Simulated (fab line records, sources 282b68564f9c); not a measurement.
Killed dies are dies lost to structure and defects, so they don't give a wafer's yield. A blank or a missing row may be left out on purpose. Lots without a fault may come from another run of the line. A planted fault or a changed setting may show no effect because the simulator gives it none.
A struck lot beside a sound one | flow rit_cmos | 19 steps out of a route of 202
Sound: wafers L675.3, L675.4, L675.6. Struck: wafers L689.1, L689.2, L689.3. The cause comes at the end.
At each step with rows: each side's tool, then ch and its chambers, then its first start. Under that, the readings that differ: sound wafers | struck wafers | difference of the means | sigmas: that difference in standard deviations of wafers without a fault.
alike: readings whose means differ by less than 2 such deviations, and words and numbers that are the same on both sides. not compared: withheld readings, readings that some wafer has no value for, bounds like >300 that may hide the same value, and numbers for which the record gives no deviation and whose values overlap.
The two part at a step that has a row with sigmas, a row that says differs or no value, or rows on one side only. Numbers that don't overlap but have no deviation are shown without sigmas and don't part them. A reading that every wafer of one side lacks parts them only if that side has two wafers or more.

first, 1 step without rows for these wafers: RIT_CONTACT_HARDBAKE_10 (time 60 s).
RIT_CONTACT_ETCH_11: etches SiO2 in CHF3/CF4/Ar, stops on TiSi2, target depth 480 nm, time 320 s.
  sound on rie_diel-04 ch 2,3, day 4 20:47; struck on rie_diel-04 ch 0,1,2, day 7 15:44
  alike: O2_flow_sccm, drypump_motor_current_A, oes_product_au, throttle_valve_pct
  not compared: rf_hours_counter_h
RIT_CONTACT_STRIP_12: strips in O2, time 180 s.
  sound on plasma_asher-03 ch 0,1, day 4 21:02; struck on plasma_asher-02 ch 0,1, day 7 15:56
  alike: drypump_motor_current_A
  not compared: rf_hours_counter_h
RIT_CONTACT_CD_MEAS_90: target cd 1000 nm.
  sound on cd_sem-01, day 4 21:11; struck on cd_sem-02, day 7 16:06
  alike: cd_nm
then, 2 steps without rows for these wafers: RIT_CONTACT_CLEAN_13 (cleans in SC1, time 600 s); RIT_CONTACT_CLEAN_14 (cleans in SC2, time 600 s).
RIT_M1_SPUTTER_00: material Al, target thk 400 nm, time 500 s.
  sound on pvd_sputter-02, day 4 21:49; struck on pvd_sputter-02, day 7 16:34
  alike: cathode_dc_power_W, substrate_temp_c, throttle_valve_pct
RIT_M1_RS_MEAS_01: measures by four-point-probe.
  sound on film_metro-04, day 4 22:09; struck on film_metro-04, day 7 16:52
  alike: M1_AL_RS
RIT_M1_THK_MEAS_02: measures by xrf.
  sound on film_metro-04, day 4 22:15; struck on film_metro-04, day 7 16:59
  alike: M1_AL_THK
then, 3 steps without rows for these wafers: RIT_M1_HMDS_03 (prime time 60 s); RIT_M1_COAT_04 (resist thk 1300 nm); RIT_M1_SOFTBAKE_05 (time 60 s).
RIT_M1_EXPOSE_06: exposes mask M12, target cd 2600 nm.
  sound on iline_stepper-02 ch 0, day 4 22:47; struck on iline_stepper-02 ch 0, day 7 17:30
  reading                    | sound                | struck            | difference | sigmas
  model.M1.overlay_x_nm (nm) | 0.3363 0.3363 0.3363 | 360.5 360.5 360.5 | +360.2     |
  alike: mask
then, 2 steps without rows for these wafers: RIT_M1_PEB_07; RIT_M1_DEVELOP_08 (develop time 68 s).
RIT_M1_CD_MEAS_09: target cd 2600 nm.
  sound on cd_sem-01, day 4 23:13; struck on cd_sem-01, day 7 17:56
  alike: cd_nm
RIT_M1_OVL_MEAS_10:
  sound on overlay-01, day 4 23:18; struck on overlay-02, day 7 18:03
  reading     | sound        | struck            | difference | sigmas
  M1_OVL (nm) | -0.4 0.5 1.0 | 362.5 361.5 362.5 | +361.8     | +99 or more
then, 1 step without rows for these wafers: RIT_M1_HARDBAKE_11 (time 120 s).
RIT_M1_PROBE_99:
  sound on prober-01, day 5 02:57; struck on prober-01, day 7 20:46
  reading                                                 | sound                | struck               | difference | sigmas
  model.etest.tester.sort_n_pass                          | 259 259 250          | 3 3 38               | -241       |
  model.etest.tester.sort_yield_pct (%)                   | 98.11 98.11 94.7     | 1.136 1.136 14.39    | -91.419    |
  model.etest.nmos_0p15.junction_log10_a_um               | -13.6 -13.46 -13.57  | -9.677 -9.728 -9.929 | +3.765     |
  model.etest.nmos_narrow.off_log10_a_um                  | -13.21 -13.31 -13.23 | -9.677 -9.728 -9.929 | +3.472     |
  model.etest.nmos_0p3.off_log10_a_um                     | -13.01 -13 -13.05    | -9.677 -9.728 -9.929 | +3.242     |
  model.etest.gate_end_array.leak_log10_a_um              | -12.9 -12.97 -12.82  | -9.496 -9.513 -9.741 | +3.313     |
  model.etest.pmos_0p15.junction_log10_a_um               | -13.7 -13.84 -13.8   | -10.68 -10.73 -10.93 | +3.00      |
  model.etest.contact_diode_array.leak_log10_a (angstrom) | -9.658 -9.492 -9.438 | -6.494 -6.435 -6.696 | +2.988     |
  alike: defect_limited_yield, killed_at_M0_to_M3, killed_at_front_end, killed_dies, killed_open, killed_short

WHERE THEY PART
Only at RIT_M1_OVL_MEAS_10, within this record. Later steps at which nothing parts them and some readings are alike: RIT_M1_PROBE_99.

WHY: what the simulator had put in
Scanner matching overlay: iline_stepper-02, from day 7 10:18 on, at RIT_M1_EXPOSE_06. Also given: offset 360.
